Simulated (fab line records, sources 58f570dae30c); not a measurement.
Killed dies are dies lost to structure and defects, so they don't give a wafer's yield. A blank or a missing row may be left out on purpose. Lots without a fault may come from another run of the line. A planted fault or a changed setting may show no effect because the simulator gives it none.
fab line records | flow berkeley_cmos170
record lots=5 wafers=15 last_day=13
route steps=331 shown CONTACT@223 M1@238
lots that met no fault: from a run of the same line without faults
start_h: hours from the record's first day to the start of the lot's first wafer shown | wait_h: hours since the lot's step before | " the same as in the row above | L1.1+2: a row that stands for several wafers | - no value, or no start given | * or withheld: withheld | < > ~ a bound
route shown NAME@n: a module of which the file shows steps, and the number in the route of the first | usual: mean/standard deviation of fault-free wafers | same: alike in all rows | chamber/n: place in a boat | sites: the reading at each site | _std_site: their standard deviation | _edge_site: outer sites' mean less inner sites' | radius_mm: how far each site lies from the wafer's centre | mask NAME#n: copy n | behind: the tool/chamber that last shaped the wafer | hold: why the lot was held/for how many hours/how that ended | device: the transistor (n, p or np) that didn't switch | end of line: the same wafers' tests at the end of the route | a step without rows: its recipe alone | killed: dies lost to structure and defects at the first sort, not the wafer's yield | map: a wafer's dies, x killed, . not, _ none there
set.NAME: the setting as run; set.NAME@STEP: as run at that earlier step | model.NAME: the simulator's own value behind a step, which no gauge read
lots at some steps of the route; a table a step, a row a wafer
services: from which hour (start_h, from the record's first day; less than 0 if before it) a tool's chamber was out of use, for how many hours, and why
## steps
# step UCB170_CONTACT_CLEAN_07
# recipe chemistry=SPM temp_c=120 time_s=600
# columns lot.wafer tool chamber start_h wait_h
L085.1+3+5 wet_bench-03 2 221.50 0.1
L091.3+4+5 wet_bench-03 0 262.18 0.0
L092.1+3+4 wet_bench-03 2 264.01 0.1
L095.4+5+6 wet_bench-03 0 284.78 0.1
L097.1+2+4 wet_bench-04 2 294.39 1.1
# step UCB170_CONTACT_RTA_08
# recipe temp_c=900 time_s=10 ambient=N2
# usual anneal_temp_c_max=905.4/1.9 lamp_power_pct=23.90/0.16 wafer_temp_C_max=904.0/0.94
# columns lot.wafer tool chamber start_h wait_h anneal_temp_c_max lamp_power_pct wafer_temp_C_max
L085.1 rtp_anneal-01 0 221.67 0.0 903.1 23.68 902.4
L085.3 " 0 " " 903.5 23.67 902.8
L085.5 " 0 " " 902.9 23.68 903.8
L091.3 rtp_anneal-02 0 262.38 0.0 905.6 24.02 905.8
L091.4 " 0 " " 904.7 24.03 903.9
L091.5 " 0 " " 906.7 24.01 904.1
L092.1 rtp_anneal-02 0 264.20 0.0 906.0 24.07 904.3
L092.3 " 0 " " 907.3 24.04 904.8
L092.4 " 0 " " 904.5 24.04 903.9
L095.4 rtp_anneal-01 0 284.99 0.0 903.1 23.68 903.4
L095.5 " 0 " " 902.7 23.72 905.0
L095.6 " 0 " " 903.1 23.69 903.3
L097.1 rtp_anneal-02 0 294.58 0.0 906.6 24.02 904.8
L097.2 " 0 " " 907.5 24.03 905.4
L097.4 " 0 " " 906.2 24.02 904.0
# step UCB170_CONTACT_COAT_09
# recipe resist=BARC temp_c=withheld time_s=withheld spin_rpm=3000 resist_thk_nm=withheld
# usual resist_line_temp_C=*
# columns lot.wafer tool chamber start_h wait_h resist_line_temp_C
L085.1 litho_track-03 0 221.74 0.1 *
L085.3 " 0 " " *
L085.5 " 0 " " *
L091.3 litho_track-04 0 262.47 0.1 *
L091.4 " 0 " " *
L091.5 " 0 " " *
L092.1 litho_track-04 0 264.59 0.4 *
L092.3 " 0 " " *
L092.4 " 0 " " *
L095.4 litho_track-04 0 285.65 0.7 *
L095.5 " 0 " " *
L095.6 " 0 " " *
L097.1 litho_track-03 0 294.64 0.1 *
L097.2 " 0 " " *
L097.4 " 0 " " *
# step UCB170_CONTACT_COAT_10
# recipe resist=KrF spin_rpm=1500 resist_thk_nm=900
# usual resist_line_temp_C=23.01/0.095
# columns lot.wafer tool chamber start_h wait_h resist_line_temp_C
L085.1 litho_track-03 0 - - 23.13
L085.3 " 0 " " 22.98
L085.5 " 0 " " 23.05
L091.3 litho_track-04 0 - - 23.03
L091.4 " 0 " " 22.95
L091.5 " 0 " " 23.13
L092.1 litho_track-04 0 - - 23.05
L092.3 " 0 " " 22.93
L092.4 " 0 " " 23.02
L095.4 litho_track-04 0 - - 23.15
L095.5 " 0 " " 22.92
L095.6 " 0 " " 23.08
L097.1 litho_track-03 0 - - 23.07
L097.2 " 0 " " 23.07
L097.4 " 0 " " 22.94
# step UCB170_CONTACT_SOFTBAKE_11
# recipe resist=KrF temp_c=130 time_s=60
# usual heater_power_total_W=56.80/0.046 resist_line_temp_C=22.98/0.085
# columns lot.wafer tool chamber start_h wait_h heater_power_total_W resist_line_temp_C
L085.1 litho_track-03 0 - - 56.76 22.93
L085.3 " 0 " " 56.86 22.99
L085.5 " 0 " " 56.77 22.97
L091.3 litho_track-04 0 - - 56.77 23.07
L091.4 " 0 " " 56.84 22.97
L091.5 " 0 " " 56.83 23.05
L092.1 litho_track-04 0 - - 56.84 23.09
L092.3 " 0 " " 56.80 23.07
L092.4 " 0 " " 56.86 22.96
L095.4 litho_track-04 0 - - 56.85 22.95
L095.5 " 0 " " 56.83 22.95
L095.6 " 0 " " 56.74 22.92
L097.1 litho_track-03 0 - - 56.78 23.10
L097.2 " 0 " " 56.82 23.05
L097.4 " 0 " " 56.78 22.98
# step UCB170_CONTACT_EXPOSE_12
# recipe mask_id=CONT target_cd_nm=700 na=0.5 sigma_outer=0.6 source_shape=conventional dose_mj=35
# usual focus_offset_nm=0.0/0.64 stage_vel_mm_s=500.00/0.24
# columns lot.wafer tool chamber start_h wait_h mask focus_offset_nm stage_vel_mm_s
L085.1 krf_scanner-01 0 222.19 - CONT#0 -0.5 499.85
L085.3 " 0 " " CONT#0 0.2 500.34
L085.5 " 0 " " CONT#0 0.7 499.48
L091.3 krf_scanner-01 0 262.91 - CONT#0 -0.2 500.16
L091.4 " 0 " " CONT#0 0.0 499.71
L091.5 " 0 " " CONT#0 -0.6 499.68
L092.1 krf_scanner-02 0 265.04 - CONT#0 -0.6 500.38
L092.3 " 0 " " CONT#0 -1.3 500.16
L092.4 " 0 " " CONT#0 -0.6 499.69
L095.4 krf_scanner-02 0 286.09 - CONT#0 0.5 499.92
L095.5 " 0 " " CONT#0 -0.8 500.05
L095.6 " 0 " " CONT#0 -0.3 500.05
L097.1 krf_scanner-02 0 295.09 - CONT#0 0.4 499.73
L097.2 " 0 " " CONT#0 1.1 500.27
L097.4 " 0 " " CONT#0 1.0 500.12
# step UCB170_CONTACT_PEB_13
# recipe peb_temp_c=130 peb_time_s=withheld resist=KrF
# usual heater_power_total_W=56.80/0.044 resist_line_temp_C=23.04/0.1
# columns lot.wafer tool chamber start_h wait_h heater_power_total_W resist_line_temp_C
L085.1 litho_track-03 0 222.64 0.4 56.70 23.09
L085.3 " 0 " " 56.82 23.00
L085.5 " 0 " " 56.79 23.14
L091.3 litho_track-03 0 263.04 0.1 56.83 23.05
L091.4 " 0 " " 56.82 22.93
L091.5 " 0 " " 56.77 22.81
L092.1 litho_track-03 0 265.25 0.2 56.79 23.15
L092.3 " 0 " " 56.81 23.02
L092.4 " 0 " " 56.82 23.07
L095.4 litho_track-04 0 286.55 0.4 56.87 23.01
L095.5 " 0 " " 56.90 22.96
L095.6 " 0 " " 56.77 23.05
L097.1 litho_track-04 0 295.21 0.1 56.78 23.04
L097.2 " 0 " " 56.88 23.19
L097.4 " 0 " " 56.79 23.21
# step UCB170_CONTACT_DEVELOP_14
# recipe developer=TMAH develop_time_s=45 resist=KrF dev_temp_c=21
# usual resist_line_temp_C=22.98/0.12
# columns lot.wafer tool chamber start_h wait_h resist_line_temp_C
L085.1 litho_track-03 0 - - 22.86
L085.3 " 0 " " 23.04
L085.5 " 0 " " 22.93
L091.3 litho_track-03 0 - - 23.04
L091.4 " 0 " " 23.07
L091.5 " 0 " " 22.95
L092.1 litho_track-03 0 - - 22.79
L092.3 " 0 " " 22.92
L092.4 " 0 " " 22.96
L095.4 litho_track-04 0 - - 23.05
L095.5 " 0 " " 22.96
L095.6 " 0 " " 23.13
L097.1 litho_track-04 0 - - 22.94
L097.2 " 0 " " 22.80
L097.4 " 0 " " 22.91
# step UCB170_CONTACT_CD_MEAS_15
# recipe target_cd_nm=700
# usual cd_nm=700.2/1.2
# columns lot.wafer tool chamber start_h wait_h cd_nm
L085.1 cd_sem-01 - 222.91 - 701.9
L085.3 " - " " 701.7
L085.5 " - " " 700.3
L091.3 cd_sem-01 - 263.30 - 698.6
L091.4 " - " " 698.5
L091.5 " - " " 699.7
L092.1 cd_sem-01 - 265.55 - 698.7
L092.3 " - " " 699.9
L092.4 " - " " 699.8
L095.4 cd_sem-02 - 286.81 - 702.0
L095.5 " - " " 700.8
L095.6 " - " " 701.0
L097.1 cd_sem-02 - 295.49 - 699.2
L097.2 " - " " 697.0
L097.4 " - " " 697.8
# step UCB170_CONTACT_OVL_MEAS_16
# usual CONTACT_OVL=-2/5.3
# columns lot.wafer tool chamber start_h wait_h CONTACT_OVL[nm]
L085.1 overlay-02 - 223.03 0.1 0
L085.3 " - " " 2
L085.5 " - " " -3
L091.3 overlay-01 - 263.39 0.1 4
L091.4 " - " " 1
L091.5 " - " " 1
L092.1 overlay-01 - 265.67 0.1 -6
L092.3 " - " " 4
L092.4 " - " " -3
L095.4 overlay-01 - 286.89 0.1 -5
L095.5 " - " " 4
L095.6 " - " " 4
L097.1 overlay-01 - 295.61 0.1 2
L097.2 " - " " -7
L097.4 " - " " -4
# step UCB170_CONTACT_ETCH_17
# recipe chemistry=N2/H2 target_depth_a=withheld overetch_a=withheld target=BARC time_s=withheld source_w=500 bias_w=100 pressure_mtorr=30 n2_flow_sccm=100 h2_flow_sccm=200
# usual drypump_motor_current_A=5.66/0.25 oes_product_au=0.998/0.023 throttle_valve_pct=13.43/0.14
# columns lot.wafer tool chamber start_h wait_h drypump_motor_current_A oes_product_au throttle_valve_pct
L085.1 rie_diel-04 3 223.07 0.0 5.47 0.949 13.53
L085.3 " 1 " " 5.96 0.970 13.29
L085.5 " 1 " " 5.93 0.977 13.30
L091.3 rie_diel-01 3 263.42 0.0 5.41 1.019 13.15
L091.4 " 1 " " 5.32 1.036 13.52
L091.5 " 3 " " 5.43 1.022 13.17
L092.1 rie_diel-04 1 265.71 0.0 5.95 0.976 13.31
L092.3 " 2 " " 5.89 0.984 13.56
L092.4 " 3 " " 5.44 0.958 13.51
L095.4 rie_diel-01 0 286.91 0.0 5.59 0.995 13.43
L095.5 " 2 " " 5.95 0.980 13.64
L095.6 " 1 " " 5.32 1.034 13.50
L097.1 rie_diel-04 1 295.64 0.0 5.93 0.973 13.29
L097.2 " 3 " " 5.46 0.947 13.51
L097.4 " 2 " " 5.89 0.986 13.56
# step UCB170_CONTACT_ETCH_18
# recipe chemistry=CHF3/CF4/Ar target=PSG stop_on=TiSi2 CHF3_flow_sccm=45 cf4_flow_sccm=15 Ar_flow_sccm=150 pressure_mtorr=200 rf_w=700 target_depth_a=8400 over_etch_frac=0.2 time_s=195
# usual CHF3_flow_sccm=45.00/0.13 drypump_motor_current_A=5.65/0.25 oes_product_au=0.895/0.017 throttle_valve_pct=6.99/0.13
# columns lot.wafer tool chamber start_h wait_h CHF3_flow_sccm drypump_motor_current_A oes_product_au rf_hours_counter_h throttle_valve_pct
L085.1 rie_diel-04 3 - - 44.96 5.47 0.867 5 7.08
L085.3 " 1 " " 44.95 5.94 0.881 3 7.00
L085.5 " 1 " " 44.76 5.94 0.886 - 7.01
L091.3 rie_diel-01 3 - - 45.11 5.43 0.924 23 6.70
L091.4 " 1 " " 44.69 5.28 0.928 10 7.18
L091.5 " 3 " " 45.02 5.43 0.923 - 6.71
L092.1 rie_diel-04 1 - - 45.00 5.92 0.885 4 6.99
L092.3 " 2 " " 44.87 5.88 0.880 24 7.05
L092.4 " 3 " " 45.07 5.46 0.867 7 7.09
L095.4 rie_diel-01 0 - - 45.10 5.57 0.892 9 6.98
L095.5 " 2 " " 45.09 5.94 0.876 - 7.20
L095.6 " 1 " " 45.01 5.30 0.928 - 7.15
L097.1 rie_diel-04 1 - - 45.04 5.93 0.867 6 6.99
L097.2 " 3 " " 45.08 5.45 0.855 8 7.07
L097.4 " 2 " " 45.00 5.86 0.875 25 7.03
# step UCB170_CONTACT_STRIP_19
# recipe chemistry=O2 power_w=400 pressure_mtorr=3500 platen_temp_c=withheld o2_flow_sccm=400 overash_fraction=0.5
# usual drypump_motor_current_A=5.8/0.33 oes_product_au=0.725/0.0046
# same overash_fraction=0.5
# columns lot.wafer tool chamber start_h wait_h drypump_motor_current_A oes_product_au rf_hours_counter_h
L085.1 plasma_asher-04 0 223.23 - 5.9 0.730 13
L085.3 " 1 " " 5.7 0.715 -
L085.5 " 1 " " 5.7 0.714 -
L091.3 plasma_asher-02 1 263.62 - 5.3 0.721 -
L091.4 " 0 " " 6.2 0.721 -
L091.5 " 1 " " 5.3 0.727 -
L092.1 plasma_asher-02 0 265.87 - 6.1 0.723 53
L092.3 " 1 " " 5.4 0.722 -
L092.4 " 0 " " 6.1 0.726 -
L095.4 plasma_asher-04 0 287.11 - 5.9 0.727 -
L095.5 " 0 " " 5.9 0.727 -
L095.6 " 1 " " 5.7 0.726 -
L097.1 plasma_asher-01 1 295.81 - 6.3 0.725 59
L097.2 " 0 " " 5.6 0.722 59
L097.4 " 1 " " 6.3 0.722 -
# step UCB170_CONTACT_CD_MEAS_90
# recipe target_cd_nm=700
# usual cd_nm=700.1/1.3
# columns lot.wafer tool chamber start_h wait_h cd_nm
L085.1 cd_sem-02 - 223.33 0.1 700.8
L085.3 " - " " 701.3
L085.5 " - " " 699.7
L091.3 cd_sem-02 - 263.73 0.1 698.7
L091.4 " - " " 698.5
L091.5 " - " " 699.7
L092.1 cd_sem-01 - 265.97 0.1 697.8
L092.3 " - " " 699.4
L092.4 " - " " 700.1
L095.4 cd_sem-01 - 287.24 0.1 701.2
L095.5 " - " " 701.5
L095.6 " - " " 701.7
L097.1 cd_sem-01 - 295.91 0.1 698.9
L097.2 " - " " 697.0
L097.4 " - " " 697.8
# step UCB170_CONTACT_CLEAN_20
# recipe chemistry=SPM temp_c=120 time_s=600
# columns lot.wafer tool chamber start_h wait_h
L085.1+3+5 wet_bench-03 2 223.45 0.1
L091.3+4+5 wet_bench-03 3 263.81 0.1
L092.1+3+4 wet_bench-02 2 266.09 0.1
L095.4+5+6 wet_bench-02 0 287.30 0.0
L097.1+2+4 wet_bench-03 0 296.61 0.7
# step UCB170_M1_SPUTTER_00
# recipe material=Al target_thk_nm=600 time_s=80 power_w=6000 chamber_pressure_pa=0.5
# usual throttle_valve_pct=29.9/1.5
# columns lot.wafer tool chamber start_h wait_h throttle_valve_pct
L085.1 pvd_sputter-01 - 223.63 0.0 30.5
L085.3 " - " " 28.5
L085.5 " - " " 31.5
L091.3 pvd_sputter-02 - 263.98 0.0 32.4
L091.4 " - " " 29.4
L091.5 " - " " 32.4
L092.1 pvd_sputter-03 - 266.27 0.0 32.1
L092.3 " - " " 28.3
L092.4 " - " " 28.9
L095.4 pvd_sputter-03 - 287.47 0.0 28.7
L095.5 " - " " 28.2
L095.6 " - " " 28.8
L097.1 pvd_sputter-03 - 296.80 0.0 32.0
L097.2 " - " " 27.2
L097.4 " - " " 29.0
# step UCB170_M1_RS_MEAS_01
# recipe thk_meas_gauge=four-point-probe reads=Al_of_M1_SPUTTER_00
# usual M1_AL_RS=0.0484/0.00056
# columns lot.wafer tool chamber start_h wait_h M1_AL_RS[ohm/sq]
L085.1 film_metro-04 - 223.69 0.0 0.0487
L085.3 " - " " 0.0482
L085.5 " - " " 0.0487
L091.3 film_metro-04 - 264.08 0.1 0.0486
L091.4 " - " " 0.0480
L091.5 " - " " 0.0483
L092.1 film_metro-02 - 266.33 0.0 0.0473
L092.3 " - " " 0.0476
L092.4 " - " " 0.0471
L095.4 film_metro-02 - 287.60 0.1 0.0480
L095.5 " - " " 0.0481
L095.6 " - " " 0.0477
L097.1 film_metro-01 - 296.86 0.0 0.0476
L097.2 " - " " 0.0484
L097.4 " - " " 0.0476
# step UCB170_M1_THK_MEAS_02
# recipe thk_meas_gauge=xrf reads=Al_of_M1_SPUTTER_00
# usual M1_AL_THK=597/7.1
# columns lot.wafer tool chamber start_h wait_h M1_AL_THK[nm]
L085.1 film_metro-04 - 223.81 0.1 594
L085.3 " - " " 600
L085.5 " - " " 593
L091.3 film_metro-04 - 264.18 0.1 600
L091.4 " - " " 602
L091.5 " - " " 595
L092.1 film_metro-02 - 266.45 0.1 608
L092.3 " - " " 603
L092.4 " - " " 610
L095.4 film_metro-02 - 287.69 0.1 596
L095.5 " - " " 599
L095.6 " - " " 600
L097.1 film_metro-01 - 296.98 0.1 606
L097.2 " - " " 596
L097.4 " - " " 604
# step UCB170_M1_COAT_03
# recipe resist=BARC temp_c=withheld time_s=withheld spin_rpm=3000 resist_thk_nm=withheld
# usual resist_line_temp_C=*
# columns lot.wafer tool chamber start_h wait_h resist_line_temp_C
L085.1 litho_track-03 0 223.91 0.1 *
L085.3 " 0 " " *
L085.5 " 0 " " *
L091.3 litho_track-01 0 264.64 0.4 *
L091.4 " 0 " " *
L091.5 " 0 " " *
L092.1 litho_track-03 0 266.51 0.1 *
L092.3 " 0 " " *
L092.4 " 0 " " *
L095.4 litho_track-02 0 288.25 0.5 *
L095.5 " 0 " " *
L095.6 " 0 " " *
L097.1 litho_track-01 0 297.04 0.1 *
L097.2 " 0 " " *
L097.4 " 0 " " *
# step UCB170_M1_COAT_04
# recipe resist=KrF spin_rpm=1500 resist_thk_nm=900
# usual resist_line_temp_C=22.99/0.11
# columns lot.wafer tool chamber start_h wait_h resist_line_temp_C
L085.1 litho_track-03 0 - - 22.97
L085.3 " 0 " " 22.95
L085.5 " 0 " " 22.96
L091.3 litho_track-01 0 - - 22.99
L091.4 " 0 " " 23.06
L091.5 " 0 " " 23.12
L092.1 litho_track-03 0 - - 22.97
L092.3 " 0 " " 22.95
L092.4 " 0 " " 22.96
L095.4 litho_track-02 0 - - 22.99
L095.5 " 0 " " 22.96
L095.6 " 0 " " 22.99
L097.1 litho_track-01 0 - - 23.02
L097.2 " 0 " " 22.94
L097.4 " 0 " " 22.92
# step UCB170_M1_SOFTBAKE_05
# recipe resist=KrF temp_c=130 time_s=60
# usual heater_power_total_W=56.80/0.047 resist_line_temp_C=23.00/0.1
# columns lot.wafer tool chamber start_h wait_h heater_power_total_W resist_line_temp_C
L085.1 litho_track-03 0 - - 56.82 22.85
L085.3 " 0 " " 56.85 23.03
L085.5 " 0 " " 56.85 22.83
L091.3 litho_track-01 0 - - 56.77 22.91
L091.4 " 0 " " 56.78 22.88
L091.5 " 0 " " 56.74 22.99
L092.1 litho_track-03 0 - - 56.82 23.09
L092.3 " 0 " " 56.79 22.95
L092.4 " 0 " " 56.79 23.01
L095.4 litho_track-02 0 - - 56.84 22.82
L095.5 " 0 " " 56.87 23.03
L095.6 " 0 " " 56.79 22.97
L097.1 litho_track-01 0 - - 56.72 22.82
L097.2 " 0 " " 56.70 23.00
L097.4 " 0 " " 56.78 22.95
# step UCB170_M1_EXPOSE_06
# recipe mask_id=METAL1 target_cd_nm=700 na=0.5 sigma_outer=0.6 source_shape=conventional dose_mj=21
# usual focus_offset_nm=0.1/0.48 stage_vel_mm_s=500.02/0.26
# columns lot.wafer tool chamber start_h wait_h mask focus_offset_nm stage_vel_mm_s
L085.1 krf_scanner-01 0 224.49 - METAL1#0 -0.9 500.15
L085.3 " 0 " " METAL1#0 -0.1 500.29
L085.5 " 0 " " METAL1#0 0.1 499.60
L091.3 krf_scanner-01 0 265.08 - METAL1#0 1.0 499.68
L091.4 " 0 " " METAL1#0 -0.4 500.09
L091.5 " 0 " " METAL1#0 0.2 500.27
L092.1 krf_scanner-02 0 267.05 - METAL1#0 0.1 499.65
L092.3 " 0 " " METAL1#0 -0.1 499.47
L092.4 " 0 " " METAL1#0 -1.4 499.44
L095.4 krf_scanner-02 0 288.69 - METAL1#0 0.6 500.02
L095.5 " 0 " " METAL1#0 0.4 499.99
L095.6 " 0 " " METAL1#0 0.1 500.06
L097.1 krf_scanner-01 0 297.62 - METAL1#0 -0.3 500.52
L097.2 " 0 " " METAL1#0 0.3 500.54
L097.4 " 0 " " METAL1#0 0.7 500.40
# step UCB170_M1_PEB_07
# recipe peb_temp_c=130 peb_time_s=withheld resist=KrF
# usual heater_power_total_W=56.80/0.046 resist_line_temp_C=23.01/0.11
# columns lot.wafer tool chamber start_h wait_h heater_power_total_W resist_line_temp_C
L085.1 litho_track-02 0 224.60 0.1 56.86 22.87
L085.3 " 0 " " 56.81 22.79
L085.5 " 0 " " 56.85 22.86
L091.3 litho_track-02 0 265.20 0.1 56.86 22.98
L091.4 " 0 " " 56.92 22.98
L091.5 " 0 " " 56.73 23.07
L092.1 litho_track-03 0 267.33 0.3 56.77 23.08
L092.3 " 0 " " 56.79 23.05
L092.4 " 0 " " 56.84 23.15
L095.4 litho_track-03 0 289.11 0.4 56.78 23.13
L095.5 " 0 " " 56.75 23.01
L095.6 " 0 " " 56.75 23.09
L097.1 litho_track-01 0 297.94 0.3 56.80 22.97
L097.2 " 0 " " 56.75 23.00
L097.4 " 0 " " 56.74 23.18
# step UCB170_M1_DEVELOP_08
# recipe developer=TMAH develop_time_s=45 resist=KrF dev_temp_c=21
# usual resist_line_temp_C=23.01/0.098
# columns lot.wafer tool chamber start_h wait_h resist_line_temp_C
L085.1 litho_track-02 0 - - 23.20
L085.3 " 0 " " 23.14
L085.5 " 0 " " 23.06
L091.3 litho_track-02 0 - - 23.05
L091.4 " 0 " " 23.08
L091.5 " 0 " " 22.92
L092.1 litho_track-03 0 - - 23.03
L092.3 " 0 " " 22.82
L092.4 " 0 " " 22.99
L095.4 litho_track-03 0 - - 22.93
L095.5 " 0 " " 23.07
L095.6 " 0 " " 22.96
L097.1 litho_track-01 0 - - 22.86
L097.2 " 0 " " 22.94
L097.4 " 0 " " 22.87
# step UCB170_M1_CD_MEAS_09
# recipe target_cd_nm=700
# usual cd_nm=700.1/1.3
# columns lot.wafer tool chamber start_h wait_h cd_nm
L085.1 cd_sem-02 - 224.88 - 700.8
L085.3 " - " " 701.0
L085.5 " - " " 699.8
L091.3 cd_sem-01 - 265.47 - 699.5
L091.4 " - " " 697.2
L091.5 " - " " 698.8
L092.1 cd_sem-01 - 267.60 - 701.8
L092.3 " - " " 700.9
L092.4 " - " " 699.6
L095.4 cd_sem-01 - 289.37 - 700.9
L095.5 " - " " 700.4
L095.6 " - " " 700.9
L097.1 cd_sem-02 - 298.22 - 698.9
L097.2 " - " " 700.5
L097.4 " - " " 698.9
# step UCB170_M1_OVL_MEAS_10
# usual M1_OVL=1/5.3
# columns lot.wafer tool chamber start_h wait_h M1_OVL[nm]
L085.1 overlay-02 - 225.00 0.1 12
L085.3 " - " " -2
L085.5 " - " " -2
L091.3 overlay-02 - 265.56 0.1 9
L091.4 " - " " -4
L091.5 " - " " -1
L092.1 overlay-02 - 267.72 0.1 -2
L092.3 " - " " 1
L092.4 " - " " 6
L095.4 overlay-01 - 289.44 0.1 -7
L095.5 " - " " 1
L095.6 " - " " -12
L097.1 overlay-01 - 298.34 0.1 6
L097.2 " - " " -1
L097.4 " - " " -3
# step UCB170_M1_ETCH_11
# recipe chemistry=N2/H2 target_depth_a=withheld overetch_a=withheld target=BARC time_s=withheld source_w=500 bias_w=100 pressure_mtorr=30 n2_flow_sccm=100 h2_flow_sccm=200
# usual drypump_motor_current_A=5.7/0.36 oes_product_au=0.990/0.023 throttle_valve_pct=13.40/0.14
# columns lot.wafer tool chamber start_h wait_h drypump_motor_current_A oes_product_au throttle_valve_pct
L085.1 rie_diel-04 3 225.03 0.0 5.5 0.942 13.51
L085.3 " 1 " " 5.9 0.962 13.29
L085.5 " 2 " " 5.9 0.985 13.56
L091.3 rie_diel-02 1 265.59 0.0 6.3 0.965 13.41
L091.4 " 2 " " 6.0 1.019 13.36
L091.5 " 0 " " 5.5 1.034 13.01
L092.1 rie_diel-03 3 267.76 0.0 5.9 1.003 13.36
L092.3 " 0 " " 5.8 1.005 13.59
L092.4 " 1 " " 5.9 0.975 13.42
L095.4 rie_diel-03 2 289.46 0.0 5.4 0.992 13.30
L095.5 " 2 " " 5.4 0.992 13.31
L095.6 " 1 " " 5.9 0.983 13.42
L097.1 rie_diel-04 2 298.37 0.0 5.9 0.980 13.56
L097.2 " 3 " " 5.5 0.952 13.52
L097.4 " 0 " " 5.4 0.999 13.48
# step UCB170_M1_METAL_ETCH_12
# recipe chemistry=Cl2/BCl3 target=Al stop_on=PSG pressure_mtorr=12 target_depth_a=7800 over_etch_frac=0.3 time_s=130 icp_w=600 bias_w=120 Cl2_flow_sccm=90 bcl3_flow_sccm=45
# usual bcl3_flow_sccm=45.00/0.15 drypump_motor_current_A=5.9/0.63 oes_product_au=0.853/0.013 throttle_valve_pct=24.31/0.14
# columns lot.wafer tool chamber start_h wait_h bcl3_flow_sccm drypump_motor_current_A oes_product_au rf_hours_counter_h throttle_valve_pct
L085.1 rie_metal-04 1 225.08 - 45.13 5.0 0.855 11 24.08
L085.3 " 1 " " 45.33 5.0 0.864 - 24.09
L085.5 " 1 " " 45.35 5.0 0.858 - 24.10
L091.3 rie_metal-01 0 265.67 - 44.99 6.7 0.827 - 24.30
L091.4 " 1 " " 44.98 5.5 0.867 - 24.40
L091.5 " 1 " " 45.06 5.6 0.868 - 24.42
L092.1 rie_metal-04 0 267.80 - 44.94 5.6 0.865 7 24.41
L092.3 " 1 " " 45.07 5.0 0.870 - 24.08
L092.4 " 0 " " 44.96 5.6 0.864 - 24.41
L095.4 rie_metal-01 1 289.55 - 44.99 5.5 0.865 - 24.41
L095.5 " 0 " " 44.96 6.7 0.843 - 24.29
L095.6 " 1 " " 44.79 5.5 0.876 - 24.39
L097.1 rie_metal-04 0 298.41 - 44.95 5.6 0.870 8 24.40
L097.2 " 0 " " 44.96 5.6 0.859 - 24.41
L097.4 " 0 " " 44.99 5.6 0.870 - 24.42
# step UCB170_M1_STRIP_13
# recipe chemistry=O2 power_w=400 pressure_mtorr=3500 platen_temp_c=withheld o2_flow_sccm=400 overash_fraction=0.5
# usual drypump_motor_current_A=5.6/0.38 oes_product_au=0.720/0.0043
# same overash_fraction=0.5
# columns lot.wafer tool chamber start_h wait_h drypump_motor_current_A oes_product_au rf_hours_counter_h
L085.1 plasma_asher-01 0 225.21 0.1 5.6 0.721 51
L085.3 " 0 " " 5.6 0.723 -
L085.5 " 1 " " 6.2 0.717 -
L091.3 plasma_asher-03 0 265.80 0.1 5.2 0.715 -
L091.4 " 1 " " 5.5 0.713 -
L091.5 " 0 " " 5.2 0.729 -
L092.1 plasma_asher-02 0 267.93 0.1 6.1 0.714 53
L092.3 " 1 " " 5.4 0.717 -
L092.4 " 0 " " 6.1 0.717 -
L095.4 plasma_asher-02 0 289.67 0.1 6.1 0.723 -
L095.5 " 1 " " 5.3 0.724 -
L095.6 " 0 " " 6.1 0.723 -
L097.1 plasma_asher-03 1 298.68 0.2 5.5 0.715 52
L097.2 " 0 " " 5.2 0.717 52
L097.4 " 1 " " 5.5 0.715 -
# step UCB170_M1_CD_MEAS_90
# recipe target_cd_nm=700
# usual cd_nm=700.1/2.4
# columns lot.wafer tool chamber start_h wait_h cd_nm
L085.1 cd_sem-01 - 225.31 0.1 696.9
L085.3 " - " " 701.1
L085.5 " - " " 699.0
L091.3 cd_sem-02 - 265.90 0.1 699.4
L091.4 " - " " 698.1
L091.5 " - " " 697.7
L092.1 cd_sem-01 - 268.03 0.1 703.2
L092.3 " - " " 703.4
L092.4 " - " " 701.9
L095.4 cd_sem-01 - 289.80 0.1 700.6
L095.5 " - " " 699.6
L095.6 " - " " 699.3
L097.1 cd_sem-01 - 298.82 0.1 702.6
L097.2 " - " " 702.0
L097.4 " - " " 700.5
# step UCB170_M1_ANNEAL_14
# recipe temp_c=400 time_s=1200 ambient=forming_gas
# usual tube_center_temp_C=400/0.035 tube_center_temp_C_max=400.99/0.17 zone_power_load_pct=5.91/0.062
# columns lot.wafer tool chamber start_h wait_h tube_center_temp_C tube_center_temp_C_max zone_power_load_pct
L085.1 furnace-03 0 225.43 0.1 399.98 401.08 5.96
L085.3 " 0 " " 400 400.78 5.98
L085.5 " 0 " " 399.98 400.92 5.86
L091.3 furnace-03 0 265.98 0.1 399.99 400.93 5.88
L091.4 " 0 " " 400.02 400.95 5.93
L091.5 " 0 " " 400.06 400.95 5.95
L092.1 furnace-03 0 268.65 0.6 400 400.96 6.02
L092.3 " 0 " " 400 400.74 5.88
L092.4 " 0 " " 400.05 401.27 5.93
L095.4 furnace-03 0 289.86 0.0 399.99 400.95 6.05
L095.5 " 0 " " 400 401.01 5.91
L095.6 " 0 " " 400 401.12 5.94
L097.1 furnace-03 0 298.94 0.1 400.02 400.91 5.93
L097.2 " 0 " " 399.99 400.88 5.85
L097.4 " 0 " " 400.07 400.90 5.95
## services
# columns tool chamber start_h hours kind
rtp_anneal-02 - 198.39 3.6 pm
rie_diel-01 - 205.63 1.5 repair
krf_scanner-02 - 210.73 3.6 pm
krf_scanner-02 - 214.28 1.3 pm
krf_scanner-02 - 216.10 0.8 pm
krf_scanner-02 0 218.44 - calibration
rie_diel-02 2 219.47 4.8 repair
rie_diel-01 2 224.37 6.6 repair
rie_diel-02 0 225.63 8.0 repair
plasma_asher-01 - 225.93 0.7 repair
krf_scanner-01 - 231.23 1.0 pm
rie_diel-03 2 232.11 8.2 repair
rie_metal-01 - 238.73 2.8 pm
krf_scanner-02 - 241.18 6.4 repair
krf_scanner-01 0 241.27 - calibration
krf_scanner-01 - 256.81 1.3 pm
rie_diel-03 - 257.98 1.7 repair
rie_diel-03 - 263.20 0.2 repair
krf_scanner-01 - 267.09 0.4 repair
rie_diel-01 - 278.85 2.8 pm
rie_diel-01 - 285.94 0.3 repair
rie_diel-03 0 289.86 19.0 repair
rie_metal-04 1 290.18 - clean
rie_metal-04 1 290.18 19.2 scheduled_down
## key
fault none
